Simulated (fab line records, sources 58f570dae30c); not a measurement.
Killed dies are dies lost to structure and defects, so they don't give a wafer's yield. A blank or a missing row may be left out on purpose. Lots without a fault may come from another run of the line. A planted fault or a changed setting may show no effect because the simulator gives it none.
Which tool did it? | flow berkeley_cmos170 | 13 lots, 39 wafers sampled, at 2 steps of a route of 331

WHAT THE GAUGES READ, wafer by wafer
UCB170_M3_CD_MEAS_15: target cd 700 nm.
lot  | measured     | on        | cd_nm (nm)
L864 | day 8 03:52  | cd_sem-01 | 699.2 698.7 698.9
L863 | day 8 04:41  | cd_sem-01 | 700.2 700.3 699.4
L865 | day 8 08:24  | cd_sem-01 | 697.5 700.4 699.5
L867 | day 8 18:38  | cd_sem-02 | 699.0 698.0 698.5
L866 | day 8 19:41  | cd_sem-01 | 698.2 699.4 700.7
L869 | day 9 05:27  | cd_sem-02 | 700.8 699.8 699.4
L870 | day 9 06:08  | cd_sem-02 | 699.4 698.4 699.8
L871 | day 9 07:30  | cd_sem-02 | 700.8 700.2 701.2
L878 | day 10 23:55 | cd_sem-01 | 693.9 693.5 694.5
L879 | day 11 00:20 | cd_sem-01 | 699.5 699.2 699.3
L880 | day 11 14:43 | cd_sem-01 | 698.9 698.3 698.7
L884 | day 12 13:38 | cd_sem-02 | 700.2 701.1 699.0
L885 | day 12 13:53 | cd_sem-02 | 700.8 701.6 700.3

WHICH TOOL RAN EACH LOT (tool, then ch and the chambers of the sampled wafers, then the start)
lot  | UCB170_M3_EXPOSE_12
L864 | krf_scanner-02 ch 0, day 8 02:46
L863 | krf_scanner-01 ch 0, day 8 04:12
L865 | krf_scanner-02 ch 0, day 8 08:01
L867 | krf_scanner-02 ch 0, day 8 18:00
L866 | krf_scanner-01 ch 0, day 8 18:37
L869 | krf_scanner-02 ch 0, day 9 04:40
L870 | krf_scanner-02 ch 0, day 9 05:15
L871 | krf_scanner-02 ch 0, day 9 07:07
L878 | krf_scanner-01 ch 0, day 10 23:19
L879 | krf_scanner-02 ch 0, day 10 23:44
L880 | krf_scanner-02 ch 0, day 11 14:05
L884 | krf_scanner-02 ch 0, day 12 12:49
L885 | krf_scanner-02 ch 0, day 12 13:10
- UCB170_M3_EXPOSE_12: exposes mask METAL3, target cd 700 nm.

WHAT THE TOOLS THEMSELVES READ (means of the sampled wafers that have a number; where no wafer has one, the mark that the record gives instead)
UCB170_M3_EXPOSE_12.
lot  | tool           | exposure_dose_mJ_cm2
L864 | krf_scanner-02 | 26.41
L863 | krf_scanner-01 | 26.42
L865 | krf_scanner-02 | 26.38
L867 | krf_scanner-02 | 26.43
L866 | krf_scanner-01 | 26.46
L869 | krf_scanner-02 | 26.43
L870 | krf_scanner-02 | 26.40
L871 | krf_scanner-02 | 26.40
L878 | krf_scanner-01 | 26.22
L879 | krf_scanner-02 | 26.42
L880 | krf_scanner-02 | 26.42
L884 | krf_scanner-02 | 26.40
L885 | krf_scanner-02 | 26.41

THE ANSWER, worked out from the rows above alone
Rule: what is usual is taken from the lots themselves. Put in order of their means at a reading, lots are off if they are a third of the lots or fewer, leave a main group of 4 or more, and stand apart from it by a gap of 3 or more times the standard deviation of the main group's means; of several such gaps the widest counts. A main group whose means are all the same, to the digits that the tables above print for the reading, isn't used. A lot without any number at a reading at which 4 lots or more have one is off too. The other lots that the step has rows for count as sound. The gauges are gone through in route order, then the tools' own readings, and for those a lot's mean is taken as printed above. The first step at which some lot is off is used, and at that step the reading that is off furthest; a lot without a number counts as furthest.
Off: L878, at UCB170_M3_CD_MEAS_15 (cd_nm). The main group: mean 699.6 nm, standard deviation 0.74.
A tool fits if, at a process step before that reading, it ran every lot that is off, and no sound lot after the first of them. The gauges at UCB170_M3_CD_MEAS_15 aren't tried: what is off there is off at UCB170_M3_EXPOSE_12 too, on other tools, and a gauge's error can't cause that. One fits: krf_scanner-01 at UCB170_M3_EXPOSE_12. Its last sound lot is L866 (day 8 18:37), its first lot that is off L878 (day 10 23:19): a fault that began between those two fits.
The tool's own readings at UCB170_M3_EXPOSE_12 bear it out: on the lots that are off they differ by more than 5 times the standard deviation of the sound lots' means. exposure_dose_mJ_cm2 reads 26.22 there against 26.41 on the sound lots.

WHAT THE SIMULATOR HAD PUT IN
Process parameter drift: krf_scanner-01, from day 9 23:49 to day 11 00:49, at UCB170_M3_EXPOSE_12. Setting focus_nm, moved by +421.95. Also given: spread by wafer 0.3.
Lots struck among those shown: L878. The rule above found the same.
